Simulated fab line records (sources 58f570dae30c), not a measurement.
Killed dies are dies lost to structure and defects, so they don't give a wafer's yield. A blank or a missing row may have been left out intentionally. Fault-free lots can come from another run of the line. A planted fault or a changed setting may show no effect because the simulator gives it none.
fab line records -- flow berkeley_cmos170
record lots=14, wafers=42, last_day=11
route steps=331 shown PWELL@50 PFIELD@86 PVT@123 PSD@181
lots that met no fault: taken from a fault-free run of the same line
start_h: start of the lot's first displayed wafer, in hours after the record's first day -- wait_h: hours from the lot's prior step to this one -- " same as the row above -- L1.1+2: several wafers, shown together as one row -- - no value, or no start given -- * or withheld: withheld -- < > ~ a bound
route shown NAME@n: a module of which the file shows steps, and the number in the route of the first -- usual: the fault-free wafers' mean and standard deviation -- same: alike in all rows -- chamber/n: place in a boat -- sites: each site's reading -- _std_site: standard deviation across them -- _edge_site: inner sites' mean taken away from outer sites' mean -- radius_mm: for every site, how far away it sits from the centre of the wafer -- mask NAME#n: copy n -- behind: the most recent tool/chamber to have shaped the wafer -- hold: reason for holding the lot/hours on hold/outcome of the hold -- device: names the non-switching transistor (n, p or np) -- end of line: at the end of the route, the tests of the same wafers -- a step with no rows: only its recipe -- killed: dies that structure and defects cost at the first sort, which is not the same as the wafer's yield -- map: the dies of a wafer, with x for killed, . for not killed, _ for no die there
set.NAME: the setting that was run; set.NAME@STEP: the one run at that earlier step -- model.NAME: the simulator's own value behind a step, which no gauge read
steps of the route over a sample of lots; a table a step, a row a wafer
services: a tool's chamber out of use, with start hour (start_h, from the record's first day; less than 0 if before it), hours out, and reason
## steps
# step UCB170_PWELL_STRIP_16
# recipe chemistry=O2, power_w=400, pressure_mtorr=3500, platen_temp_c=withheld, o2_flow_sccm=400, overash_fraction=0.5
# usual chamber_pressure_mTorr=3500/3.1, drypump_motor_current_A=5.3/0.31, oes_product_au=0.720/0.0048, strip_time_to_endpoint_s=18.10/0.092
lot.wafer,tool,chamber,start_h,wait_h,chamber_pressure_mTorr,drypump_motor_current_A,oes_product_au,rf_hours_counter_h,strip_time_to_endpoint_s
L377.1,plasma_asher-01,1,60.00,0.1,3505,5.8,0.728,32,18.16
L377.5,plasma_asher-01,0,60.00,0.1,3499,5.4,0.723,-,17.99
L377.6,plasma_asher-01,1,60.00,0.1,3497,5.8,0.722,-,18.04
L378.1,plasma_asher-03,1,60.24,0.1,3503,5.7,0.724,26,18.18
L378.4,plasma_asher-03,1,60.24,0.1,3500,5.7,0.718,-,18.19
L378.5,plasma_asher-03,1,60.24,0.1,3502,5.7,0.718,-,18.24
L380.1,plasma_asher-02,1,70.16,0.1,3503,5.0,0.722,34,18.07
L380.2,plasma_asher-02,0,70.16,0.1,3507,5.2,0.717,34,17.97
L380.3,plasma_asher-02,0,70.16,0.1,3503,5.2,0.716,-,18.02
L379.1,plasma_asher-01,0,70.37,0.1,3499,5.4,0.720,33,18.12
L379.4,plasma_asher-01,1,70.37,0.1,3498,5.8,0.715,-,18.03
L379.6,plasma_asher-01,1,70.37,0.1,3501,5.7,0.720,-,18.14
L381.1,plasma_asher-03,1,76.22,0.1,3507,5.7,0.729,28,18.16
L381.4,plasma_asher-03,0,76.22,0.1,3502,4.9,0.719,-,18.13
L381.6,plasma_asher-03,0,76.22,0.1,3501,4.9,0.724,-,18.27
L384.1,plasma_asher-03,1,90.00,0.1,3500,5.7,0.714,30,18.07
L384.3,plasma_asher-03,0,90.00,0.1,3500,4.9,0.727,-,17.95
L384.4,plasma_asher-03,1,90.00,0.1,3500,5.7,0.714,-,18.07
L383.2,plasma_asher-01,1,90.61,0.1,3503,5.7,0.717,35,18.12
L383.4,plasma_asher-01,0,90.61,0.1,3502,5.4,0.723,-,18.17
L383.6,plasma_asher-01,1,90.61,0.1,3500,5.8,0.714,-,18.10
L382.2,plasma_asher-02,0,90.72,0.1,3497,5.2,0.723,37,18.18
L382.3,plasma_asher-02,1,90.72,0.1,3492,5.1,0.715,-,18.02
L382.5,plasma_asher-02,1,90.72,0.1,3501,5.1,0.720,-,18.05
L386.2,plasma_asher-02,1,100.24,0.1,3498,5.1,0.716,38,18.15
L386.3,plasma_asher-02,1,100.24,0.1,3507,5.1,0.726,-,18.08
L386.5,plasma_asher-02,0,100.24,0.1,3498,5.2,0.725,-,18.04
L385.1,plasma_asher-01,1,100.35,0.1,3503,5.8,0.727,37,17.98
L385.2,plasma_asher-01,0,100.35,0.1,3503,5.4,0.724,37,18.05
L385.5,plasma_asher-01,0,100.35,0.1,3501,5.4,0.729,-,18.21
L388.2,plasma_asher-02,0,108.77,0.1,3500,5.2,0.719,39,18.13
L388.5,plasma_asher-02,0,108.77,0.1,3498,5.2,0.727,-,18.16
L388.6,plasma_asher-02,1,108.77,0.1,3499,5.1,0.715,-,18.11
L387.2,plasma_asher-03,1,108.84,0.2,3497,5.7,0.712,32,17.94
L387.3,plasma_asher-03,1,108.84,0.2,3500,5.7,0.718,-,18.03
L387.4,plasma_asher-03,0,108.84,0.2,3498,4.9,0.717,-,17.85
L389.3,plasma_asher-01,1,117.39,0.1,3507,5.8,0.728,-,18.00
L389.4,plasma_asher-01,0,117.39,0.1,3502,5.4,0.716,-,18.12
L389.5,plasma_asher-01,0,117.39,0.1,3501,5.4,0.723,-,18.06
L390.1,plasma_asher-02,1,127.55,0.1,3501,5.1,0.721,41,17.97
L390.2,plasma_asher-02,0,127.55,0.1,3504,5.2,0.727,41,17.97
L390.6,plasma_asher-02,0,127.55,0.1,3501,5.2,0.714,-,18.00
# step UCB170_PFIELD_IMPLANT_07
# recipe species=B, dose_cm2=2e+13, energy_kev=80, tilt_deg=7
# usual implant_ion_amu=11/0
lot.wafer,tool,chamber,start_h,wait_h,implant_ion_amu
L377.1,implanter-03,0,93.55,0.0,11
L377.5,implanter-03,0,93.55,0.0,11
L377.6,implanter-03,0,93.55,0.0,11
L378.1,implanter-01,0,93.74,0.0,11
L378.4,implanter-01,0,93.74,0.0,11
L378.5,implanter-01,0,93.74,0.0,11
L379.1,implanter-03,0,108.63,0.0,11
L379.4,implanter-03,0,108.63,0.0,11
L379.6,implanter-03,0,108.63,0.0,11
L381.1,implanter-01,0,109.70,0.0,11
L381.4,implanter-01,0,109.70,0.0,11
L381.6,implanter-01,0,109.70,0.0,11
L380.1,implanter-03,0,109.75,0.0,11
L380.2,implanter-03,0,109.75,0.0,11
L380.3,implanter-03,0,109.75,0.0,11
L384.1,implanter-02,0,130.76,0.0,11
L384.3,implanter-02,0,130.76,0.0,11
L384.4,implanter-02,0,130.76,0.0,11
L383.2,implanter-03,0,133.57,0.0,11
L383.4,implanter-03,0,133.57,0.0,11
L383.6,implanter-03,0,133.57,0.0,11
L382.2,implanter-01,0,133.77,0.0,11
L382.3,implanter-01,0,133.77,0.0,11
L382.5,implanter-01,0,133.77,0.0,11
L387.2,implanter-01,0,139.44,0.0,11
L387.3,implanter-01,0,139.44,0.0,11
L387.4,implanter-01,0,139.44,0.0,11
L385.1,implanter-03,0,139.69,0.0,11
L385.2,implanter-03,0,139.69,0.0,11
L385.5,implanter-03,0,139.69,0.0,11
L386.2,implanter-01,0,139.99,0.0,31
L386.3,implanter-01,0,139.99,0.0,31
L386.5,implanter-01,0,139.99,0.0,31
L388.2,implanter-03,0,140.10,0.0,31
L388.5,implanter-03,0,140.10,0.0,31
L388.6,implanter-03,0,140.10,0.0,31
L389.3,implanter-03,0,155.48,0.1,31
L389.4,implanter-03,0,155.48,0.1,31
L389.5,implanter-03,0,155.48,0.1,31
L390.1,implanter-01,0,166.41,0.0,31
L390.2,implanter-01,0,166.41,0.0,31
L390.6,implanter-01,0,166.41,0.0,31
# step UCB170_PFIELD_TW_MEAS_09
# usual PFIELD_TW=600/5.3
lot.wafer,tool,chamber,start_h,wait_h,PFIELD_TW
L377.1,film_metro-03,-,93.80,0.1,595
L377.5,film_metro-03,-,93.80,0.1,593
L377.6,film_metro-03,-,93.80,0.1,590
L378.1,film_metro-02,-,93.99,0.1,601
L378.4,film_metro-02,-,93.99,0.1,599
L378.5,film_metro-02,-,93.99,0.1,601
L379.1,film_metro-02,-,108.88,0.1,603
L379.4,film_metro-02,-,108.88,0.1,599
L379.6,film_metro-02,-,108.88,0.1,598
L381.1,film_metro-03,-,109.95,0.1,591
L381.4,film_metro-03,-,109.95,0.1,587
L381.6,film_metro-03,-,109.95,0.1,589
L380.1,film_metro-02,-,110.00,0.1,598
L380.2,film_metro-02,-,110.00,0.1,601
L380.3,film_metro-02,-,110.00,0.1,601
L384.1,film_metro-03,-,131.01,0.1,591
L384.3,film_metro-03,-,131.01,0.1,588
L384.4,film_metro-03,-,131.01,0.1,590
L383.2,film_metro-02,-,133.81,0.1,599
L383.4,film_metro-02,-,133.81,0.1,600
L383.6,film_metro-02,-,133.81,0.1,599
L382.2,film_metro-04,-,134.01,0.1,604
L382.3,film_metro-04,-,134.01,0.1,603
L382.5,film_metro-04,-,134.01,0.1,602
L387.2,film_metro-02,-,139.67,0.1,598
L387.3,film_metro-02,-,139.67,0.1,596
L387.4,film_metro-02,-,139.67,0.1,596
L385.1,film_metro-02,-,139.94,0.1,598
L385.2,film_metro-02,-,139.94,0.1,600
L385.5,film_metro-02,-,139.94,0.1,600
L386.2,film_metro-04,-,140.22,0.1,1357
L386.3,film_metro-04,-,140.22,0.1,1360
L386.5,film_metro-04,-,140.22,0.1,1360
L388.2,film_metro-02,-,140.33,0.1,1352
L388.5,film_metro-02,-,140.33,0.1,1352
L388.6,film_metro-02,-,140.33,0.1,1355
L389.3,film_metro-04,-,155.70,0.1,1368
L389.4,film_metro-04,-,155.70,0.1,1352
L389.5,film_metro-04,-,155.70,0.1,1359
L390.1,film_metro-04,-,166.66,0.1,1370
L390.2,film_metro-04,-,166.66,0.1,1371
L390.6,film_metro-04,-,166.66,0.1,1365
# step UCB170_PVT_STRIP_08
# recipe chemistry=O2, power_w=400, pressure_mtorr=3500, platen_temp_c=withheld, o2_flow_sccm=400, overash_fraction=0.5
# usual chamber_pressure_mTorr=3500/3.2, drypump_motor_current_A=5.4/0.35, oes_product_au=0.735/0.0045, strip_time_to_endpoint_s=21.65/0.064
lot.wafer,tool,chamber,start_h,wait_h,chamber_pressure_mTorr,drypump_motor_current_A,oes_product_au,rf_hours_counter_h,strip_time_to_endpoint_s
L378.1,plasma_asher-03,1,139.29,0.1,3500,5.7,0.733,36,21.65
L378.4,plasma_asher-03,0,139.29,0.1,3507,4.9,0.735,-,21.64
L378.5,plasma_asher-03,1,139.29,0.1,3503,5.7,0.731,-,21.72
L377.1,plasma_asher-03,0,139.77,0.1,3503,4.9,0.738,36,21.57
L377.5,plasma_asher-03,0,139.77,0.1,3497,4.9,0.737,-,21.60
L377.6,plasma_asher-03,1,139.77,0.1,3494,5.7,0.734,-,21.60
L380.1,plasma_asher-01,1,149.11,0.1,3502,5.8,0.739,42,21.67
L380.2,plasma_asher-01,0,149.11,0.1,3502,5.4,0.731,42,21.57
L380.3,plasma_asher-01,1,149.11,0.1,3496,5.8,0.742,-,21.63
L381.1,plasma_asher-03,1,149.28,0.1,3500,5.7,0.738,37,21.58
L381.4,plasma_asher-03,0,149.28,0.1,3500,4.9,0.727,-,21.60
L381.6,plasma_asher-03,1,149.28,0.1,3498,5.7,0.731,-,21.58
L379.1,plasma_asher-01,1,149.73,0.1,3500,5.7,0.732,42,21.75
L379.4,plasma_asher-01,0,149.73,0.1,3500,5.4,0.729,-,21.74
L379.6,plasma_asher-01,1,149.73,0.1,3498,5.7,0.733,-,21.70
L383.2,plasma_asher-02,0,166.84,0.1,3505,5.2,0.738,45,21.67
L383.4,plasma_asher-02,0,166.84,0.1,3504,5.2,0.740,-,21.74
L383.6,plasma_asher-02,0,166.84,0.1,3501,5.2,0.738,-,21.77
L382.2,plasma_asher-03,1,166.89,0.1,3502,5.7,0.728,39,21.66
L382.3,plasma_asher-03,0,166.89,0.1,3502,4.9,0.733,-,21.69
L382.5,plasma_asher-03,0,166.89,0.1,3501,4.9,0.730,-,21.65
L384.1,plasma_asher-01,1,166.90,0.1,3500,5.7,0.732,44,21.59
L384.3,plasma_asher-01,1,166.90,0.1,3500,5.8,0.729,-,21.62
L384.4,plasma_asher-01,0,166.90,0.1,3505,5.4,0.736,-,21.59
L388.2,plasma_asher-02,1,174.51,0.2,3501,5.0,0.735,46,21.66
L388.5,plasma_asher-02,1,174.51,0.2,3493,5.0,0.733,-,21.69
L388.6,plasma_asher-02,0,174.51,0.2,3500,5.2,0.727,-,21.66
L385.1,plasma_asher-01,1,174.54,0.1,3502,5.7,0.739,45,21.63
L385.2,plasma_asher-01,0,174.54,0.1,3495,5.4,0.726,45,21.64
L385.5,plasma_asher-01,0,174.54,0.1,3491,5.4,0.735,-,21.59
L387.2,plasma_asher-03,1,174.71,0.1,3500,5.7,0.736,39,21.72
L387.3,plasma_asher-03,0,174.71,0.1,3500,4.9,0.734,-,21.68
L387.4,plasma_asher-03,1,174.71,0.1,3502,5.7,0.735,-,21.72
L386.2,plasma_asher-02,0,174.81,0.1,3498,5.2,0.741,46,21.54
L386.3,plasma_asher-02,0,174.81,0.1,3499,5.2,0.729,-,21.61
L386.5,plasma_asher-02,1,174.81,0.1,3500,5.1,0.736,-,21.61
L389.3,plasma_asher-03,1,191.23,0.1,3505,5.7,0.736,-,21.60
L389.4,plasma_asher-03,0,191.23,0.1,3503,4.9,0.729,-,21.65
L389.5,plasma_asher-03,0,191.23,0.1,3504,4.9,0.739,-,21.60
L390.1,plasma_asher-01,0,206.88,0.1,3499,5.4,0.730,49,21.59
L390.2,plasma_asher-01,1,206.88,0.1,3501,5.8,0.742,49,21.59
L390.6,plasma_asher-01,1,206.88,0.1,3500,5.8,0.741,-,21.63
# step UCB170_PSD_CD_MEAS_06
# recipe target_cd_nm=1200
# usual cd_nm=1200.2/1.8
lot.wafer,tool,chamber,start_h,wait_h,cd_nm
L377.1,cd_sem-02,-,166.93,-,1200.4
L377.5,cd_sem-02,-,166.93,-,1199.8
L377.6,cd_sem-02,-,166.93,-,1198.3
L378.1,cd_sem-01,-,167.43,-,1197.7
L378.4,cd_sem-01,-,167.43,-,1197.5
L378.5,cd_sem-01,-,167.43,-,1198.0
L380.1,cd_sem-01,-,173.63,-,1201.4
L380.2,cd_sem-01,-,173.63,-,1200.2
L380.3,cd_sem-01,-,173.63,-,1202.0
L381.1,cd_sem-01,-,173.90,-,1201.5
L381.4,cd_sem-01,-,173.90,-,1200.8
L381.6,cd_sem-01,-,173.90,-,1199.7
L379.1,cd_sem-01,-,174.08,-,1200.8
L379.4,cd_sem-01,-,174.08,-,1199.0
L379.6,cd_sem-01,-,174.08,-,1201.6
L383.2,cd_sem-01,-,193.98,-,1197.9
L383.4,cd_sem-01,-,193.98,-,1197.5
L383.6,cd_sem-01,-,193.98,-,1197.0
L382.2,cd_sem-02,-,194.28,-,1199.1
L382.3,cd_sem-02,-,194.28,-,1199.7
L382.5,cd_sem-02,-,194.28,-,1198.9
L384.1,cd_sem-02,-,194.50,-,1204.1
L384.3,cd_sem-02,-,194.50,-,1203.4
L384.4,cd_sem-02,-,194.50,-,1202.5
L385.1,cd_sem-01,-,202.25,-,1199.7
L385.2,cd_sem-01,-,202.25,-,1200.7
L385.5,cd_sem-01,-,202.25,-,1200.6
L387.2,cd_sem-02,-,202.33,-,1205.0
L387.3,cd_sem-02,-,202.33,-,1204.6
L387.4,cd_sem-02,-,202.33,-,1204.0
L388.2,cd_sem-01,-,202.71,-,1199.7
L388.5,cd_sem-01,-,202.71,-,1199.9
L388.6,cd_sem-01,-,202.71,-,1201.1
L386.2,cd_sem-02,-,203.06,-,1200.4
L386.3,cd_sem-02,-,203.06,-,1199.9
L386.5,cd_sem-02,-,203.06,-,1198.6
L389.3,cd_sem-01,-,217.92,-,1197.3
L389.4,cd_sem-01,-,217.92,-,1195.9
L389.5,cd_sem-01,-,217.92,-,1198.1
L390.1,cd_sem-02,-,235.03,-,1199.2
L390.2,cd_sem-02,-,235.03,-,1198.7
L390.6,cd_sem-02,-,235.03,-,1198.8
## services
tool,chamber,start_h,hours,kind
implanter-01,-,39.13,3.2,repair
plasma_asher-02,-,55.81,2.4,repair
plasma_asher-02,-,60.46,1.8,repair
implanter-02,-,85.07,2.6,repair
plasma_asher-01,-,87.35,2.8,pm
implanter-01,-,87.53,1.4,repair
implanter-01,-,124.91,1.5,repair
implanter-03,-,150.17,3.8,repair
implanter-03,-,157.78,0.6,repair
implanter-03,-,178.28,3.7,repair
implanter-03,-,199.92,4.8,repair
## key
first_sign step=UCB170_PFIELD_IMPLANT_07, reading=implant_ion_amu, direction=up, sigmas=99+, usual=11, struck=31
effect step=UCB170_PFIELD_TW_MEAS_09, reading=PFIELD_TW, direction=up, sigmas=99+, usual=600, struck=1360
met_at UCB170_PFIELD_IMPLANT_07
struck_lots L386,L388,L389,L390
sort_left_out L386.2,L386.3,L386.5,L388.2,L388.5,L388.6,L389.3,L389.4,L389.5,L390.1,L390.2,L390.6
tester_left_out L386,L388,L389,L390
not_acting_at UCB170_PWELL_STRIP_16,UCB170_PVT_STRIP_08,UCB170_PSD_CD_MEAS_06
fault kind=wrong_recipe_download, tool=implanter-01,implanter-02,implanter-03, chamber=-, onset_h=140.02, steps=UCB170_PFIELD_IMPLANT_07, wrong_recipe.not_listed=1
# tester_left_out: of these lots the tester's yield and bins aren't shown, on N5 and GAA mostly nor the transistor test; their killed dies are dies lost to structure and defects alone, not to doping, threshold or leakage, so they don't give the yield
# sort_left_out: the simulated sort isn't trusted on such a fault, so these wafers' sort isn't shown, and their yield isn't known
